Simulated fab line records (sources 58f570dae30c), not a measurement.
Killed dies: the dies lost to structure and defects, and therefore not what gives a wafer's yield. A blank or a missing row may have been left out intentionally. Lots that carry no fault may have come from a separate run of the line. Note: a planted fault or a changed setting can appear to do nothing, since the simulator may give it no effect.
A sampling plan put to the test -- flow berkeley_cmos170 -- each of the 27 faults these records tell of, on one fab line, judged from the records of the lots it struck
The line's own looks make up the plan; these are the steps of the route where a gauge or inspection reads the wafer and leaves it unchanged. A look can be judged if struck wafers have a number there and the file gives its usual mean and standard deviation on fault-free wafers. Caught: the struck wafers' mean, at a look after the fault's first step, is 4 or more of those standard deviations (sigma) away from the usual mean. On the tool: here the same test is run on the tool's own readings at the fault's steps. If the struck wafers alone have a blank record, or they carry another recipe, that too counts as caught.

== THE FAULTS, as the simulator had put them in ==
1. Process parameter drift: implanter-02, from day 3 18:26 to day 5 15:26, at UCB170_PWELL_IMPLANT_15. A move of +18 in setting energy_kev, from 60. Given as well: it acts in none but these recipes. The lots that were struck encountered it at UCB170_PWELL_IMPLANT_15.
2. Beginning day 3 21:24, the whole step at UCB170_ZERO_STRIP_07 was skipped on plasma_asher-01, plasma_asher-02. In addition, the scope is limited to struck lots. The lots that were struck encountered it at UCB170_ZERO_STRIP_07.
3. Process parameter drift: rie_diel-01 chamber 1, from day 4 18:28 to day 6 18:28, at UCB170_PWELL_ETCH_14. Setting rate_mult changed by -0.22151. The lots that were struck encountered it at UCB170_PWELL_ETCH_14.
4. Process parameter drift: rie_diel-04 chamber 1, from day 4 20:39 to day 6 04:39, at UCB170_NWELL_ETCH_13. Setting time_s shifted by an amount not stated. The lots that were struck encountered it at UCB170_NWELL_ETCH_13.
5. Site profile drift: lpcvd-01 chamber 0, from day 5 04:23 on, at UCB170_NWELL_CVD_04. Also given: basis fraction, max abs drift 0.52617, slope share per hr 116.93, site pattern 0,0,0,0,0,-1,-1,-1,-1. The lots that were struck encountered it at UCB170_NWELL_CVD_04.
6. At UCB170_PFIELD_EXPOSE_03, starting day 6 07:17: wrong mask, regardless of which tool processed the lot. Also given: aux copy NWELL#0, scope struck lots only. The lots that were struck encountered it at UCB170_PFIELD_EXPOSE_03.
7. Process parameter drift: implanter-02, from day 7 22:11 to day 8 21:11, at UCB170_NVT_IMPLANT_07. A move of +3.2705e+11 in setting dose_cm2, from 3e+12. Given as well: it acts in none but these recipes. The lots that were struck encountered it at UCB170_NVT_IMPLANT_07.
8. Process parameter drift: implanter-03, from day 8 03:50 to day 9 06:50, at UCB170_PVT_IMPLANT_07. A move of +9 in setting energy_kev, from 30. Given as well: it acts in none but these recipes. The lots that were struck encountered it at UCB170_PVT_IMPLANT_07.
9. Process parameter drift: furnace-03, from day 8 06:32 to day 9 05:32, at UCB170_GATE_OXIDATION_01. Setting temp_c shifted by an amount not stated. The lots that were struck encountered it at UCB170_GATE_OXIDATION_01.
10. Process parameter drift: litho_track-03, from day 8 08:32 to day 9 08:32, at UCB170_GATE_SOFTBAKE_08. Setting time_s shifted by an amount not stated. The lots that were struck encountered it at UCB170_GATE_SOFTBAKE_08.
11. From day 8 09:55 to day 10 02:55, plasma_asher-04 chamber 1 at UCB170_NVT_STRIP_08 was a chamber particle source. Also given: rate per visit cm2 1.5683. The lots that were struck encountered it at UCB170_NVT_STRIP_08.
12. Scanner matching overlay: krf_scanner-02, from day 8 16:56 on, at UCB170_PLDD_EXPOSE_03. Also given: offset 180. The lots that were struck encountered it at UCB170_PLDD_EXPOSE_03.
13. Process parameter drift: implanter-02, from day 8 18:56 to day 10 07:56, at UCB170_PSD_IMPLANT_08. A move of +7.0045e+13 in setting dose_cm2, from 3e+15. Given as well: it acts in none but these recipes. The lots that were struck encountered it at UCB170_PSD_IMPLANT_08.
14. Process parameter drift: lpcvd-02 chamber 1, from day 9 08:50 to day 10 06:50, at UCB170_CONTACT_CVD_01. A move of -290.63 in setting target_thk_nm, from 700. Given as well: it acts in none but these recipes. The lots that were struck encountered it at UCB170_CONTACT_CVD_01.
15. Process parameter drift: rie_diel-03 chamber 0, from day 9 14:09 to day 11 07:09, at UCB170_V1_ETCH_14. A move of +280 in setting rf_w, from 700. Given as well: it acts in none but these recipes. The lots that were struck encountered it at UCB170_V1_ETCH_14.
16. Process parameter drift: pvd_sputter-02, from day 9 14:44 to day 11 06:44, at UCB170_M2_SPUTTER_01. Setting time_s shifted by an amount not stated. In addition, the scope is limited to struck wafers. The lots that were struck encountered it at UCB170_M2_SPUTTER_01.
17. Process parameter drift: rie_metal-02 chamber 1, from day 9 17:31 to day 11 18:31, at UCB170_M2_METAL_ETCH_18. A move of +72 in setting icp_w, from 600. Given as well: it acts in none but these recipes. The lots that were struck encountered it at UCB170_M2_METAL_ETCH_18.
18. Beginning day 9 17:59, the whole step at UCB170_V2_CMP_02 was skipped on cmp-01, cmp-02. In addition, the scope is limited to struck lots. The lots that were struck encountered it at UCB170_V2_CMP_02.
19. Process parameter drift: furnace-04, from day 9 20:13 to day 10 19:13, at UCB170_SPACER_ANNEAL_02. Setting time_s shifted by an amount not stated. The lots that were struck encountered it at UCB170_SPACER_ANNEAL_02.
20. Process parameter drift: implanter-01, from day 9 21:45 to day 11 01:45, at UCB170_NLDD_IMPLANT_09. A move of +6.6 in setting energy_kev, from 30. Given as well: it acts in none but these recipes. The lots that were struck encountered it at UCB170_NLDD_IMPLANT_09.
21. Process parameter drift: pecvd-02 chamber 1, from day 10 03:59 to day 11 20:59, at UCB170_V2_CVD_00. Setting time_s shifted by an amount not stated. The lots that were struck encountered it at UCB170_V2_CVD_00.
22. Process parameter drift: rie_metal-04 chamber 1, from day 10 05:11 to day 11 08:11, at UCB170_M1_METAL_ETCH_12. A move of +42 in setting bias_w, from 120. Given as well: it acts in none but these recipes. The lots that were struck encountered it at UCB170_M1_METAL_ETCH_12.
23. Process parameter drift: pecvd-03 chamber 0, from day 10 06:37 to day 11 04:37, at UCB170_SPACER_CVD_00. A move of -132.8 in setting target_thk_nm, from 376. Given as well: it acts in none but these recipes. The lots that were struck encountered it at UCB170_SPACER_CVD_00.
24. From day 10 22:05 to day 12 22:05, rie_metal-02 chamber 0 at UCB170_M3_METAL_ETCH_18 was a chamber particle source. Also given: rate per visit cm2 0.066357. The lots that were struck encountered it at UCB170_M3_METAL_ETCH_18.
25. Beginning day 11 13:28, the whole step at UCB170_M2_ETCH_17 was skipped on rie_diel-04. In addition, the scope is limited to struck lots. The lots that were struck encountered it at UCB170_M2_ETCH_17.
26. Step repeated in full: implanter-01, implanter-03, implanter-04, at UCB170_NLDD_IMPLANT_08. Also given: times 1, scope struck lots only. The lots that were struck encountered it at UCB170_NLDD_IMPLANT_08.
27. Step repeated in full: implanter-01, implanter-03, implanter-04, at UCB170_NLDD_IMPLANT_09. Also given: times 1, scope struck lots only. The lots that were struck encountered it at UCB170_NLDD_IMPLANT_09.

== WHAT THE PLAN SAW ==
fault,on the tool itself,first look that catches it,"reading, sigma",median hours from its first step to that look,hours from the fault's start to the first struck lot there,judged looks passed uncaught
1,beam_energy_keV +99 or beyond sigma,UCB170_PWELL_TW_MEAS_17,PWELL_TW +4.7,0.2,12,0
2,no reading that can be judged,no look after it can be judged,-,-,-,0
3,oes_product_au -6.8 sigma,no look after it can be judged,-,-,-,0
4,run_length_s -99 or beyond sigma,no look after it can be judged,-,-,-,0
5,under 2 sigma,UCB170_NWELL_THK_MEAS_05,NWELL_NITRIDE_THK -23,1.9,8,0
6,under 2 sigma,UCB170_PFIELD_TW_MEAS_09,PFIELD_TW -99 or beyond,1.3,11,0
7,dose_ions_cm2 +99 or beyond sigma,UCB170_NVT_TW_MEAS_09,NVT_TW +5.9,0.3,1,0
8,beam_energy_keV +99 or beyond sigma,UCB170_PVT_TW_MEAS_09,PVT_TW +9.8,0.2,4,0
9,tube_center_temp_C +99 or beyond sigma,UCB170_GATE_THK_MEAS_02,GATE_OXIDE_THK +12,1.5,6,0
10,heater_power_total_W +99 or beyond sigma,none of the 2 looks that can be judged after it,"strongest: cd_nm at UCB170_GATE_CD_MEAS_12, +3.3",-,-,2
11,under 2 sigma,none of the 2 looks that can be judged after it,-,-,-,2
12,no reading that can be judged,UCB170_PLDD_OVL_MEAS_07,PLDD_OVL +30,0.6,7,1
13,dose_ions_cm2 +23 sigma,UCB170_SDANNEAL_RS_MEAS_02,PSD_RS -4.5,5.3,5,0
14,under 2 sigma,UCB170_CONTACT_THK_MEAS_02,CONTACT_PSG_THK -40,1.8,9,0
15,rf_fwd_power_W +99 or beyond sigma,UCB170_V1_CD_MEAS_90,cd_nm +4.3,0.3,0,0
16,under 2 sigma,UCB170_M2_RS_MEAS_02,M2_AL_RS -4.2,0.1,0,0
17,rf_fwd_power_W +45 sigma,no look after it can be judged,-,-,-,0
18,the tool's record is blank for the struck wafers,UCB170_V2_THK_MEAS_04,V2_POLISHED_THK +99 or beyond,0.4,0,0
19,under 2 sigma,UCB170_SDANNEAL_RS_MEAS_04,PLDD_RS -33,7.2,9,0
20,beam_energy_keV +99 or beyond sigma,UCB170_SDANNEAL_RS_MEAS_05,NLDD_RS -18,11.8,11,1
21,run_length_s -99 or beyond sigma,UCB170_V2_THK_MEAS_01,V2_TEOS_THK -48,0.2,10,0
22,bias_w +99 or beyond sigma,no look after it can be judged,-,-,-,0
23,under 2 sigma,UCB170_SPACER_THK_MEAS_01,SPACER_TEOS_THK -30,0.1,8,0
24,under 2 sigma,no look after it can be judged,-,-,-,0
25,the tool's record is blank for the struck wafers,no look after it can be judged,-,-,-,0
26,under 2 sigma,UCB170_NLDD_TW_MEAS_11,NLDD_TW +11,0.7,-,0
27,under 2 sigma,UCB170_NLDD_TW_MEAS_11,NLDD_TW +13,0.6,-,0
A dash: this means the fault isn't caught or the number doesn't appear in these records.

Caught at a look: 18 of 27. Caught on the tool: 15 of 27. By one or the other: 24 of 27.
On the tool alone, faults 3, 4, 10, 17, 22, 25 were caught.
Caught at a look alone: faults 5, 6, 12, 14, 16, 19, 23, 26, 27.
Caught by neither: faults 2, 11, 24.

== THINNER SAMPLING ==
In the worst case, this is how late the first struck lot would be measured if the look that catches a fault measured only every second or every third lot, by lot number:
fault,"struck lots at that look, in order of time",every lot,every second lot,every third lot
1,"L167, L170",12 h,25 h,may miss all 2
5,"L330, L331",8 h,8 h,may miss all 2
6,L154,11 h,may miss it,may miss it
7,"L785, L789",1 h,may miss all 2,may miss all 2
8,"L635, L638",4 h,16 h,may miss all 2
9,"L297, L298",6 h,6 h,may miss all 2
12,"L354, L355",7 h,23 h,may miss all 2
13,"L578, L584",5 h,may miss all 2,may miss all 2
14,L183,9 h,may miss it,may miss it
15,"L959, L956",0 h,0 h,may miss all 2
16,L189,0 h,may miss it,may miss it
18,"L683, L684, L682",0 h,1 h,1 h
19,"L745, L741",9 h,may miss all 2,may miss all 2
20,"L982, L987",11 h,36 h,may miss all 2
21,"L725, L727",10 h,may miss all 2,may miss all 2
23,L924,8 h,may miss it,may miss it
Hours count from the start of the fault until the first struck lot that is measured. 4 sigma limit: tested on the pooled struck wafers, so a lone lot may be under it. Other struck lots may not be in these records.

== THE LONGEST TIMED WAY FROM STEP TO LOOK ==
For fault 20, UCB170_NLDD_IMPLANT_09 and UCB170_SDANNEAL_RS_MEAS_05 are separated by a median of 11.8 hours. The look between them that can be judged stayed within 4 sigma: UCB170_NLDD_TW_MEAS_11.
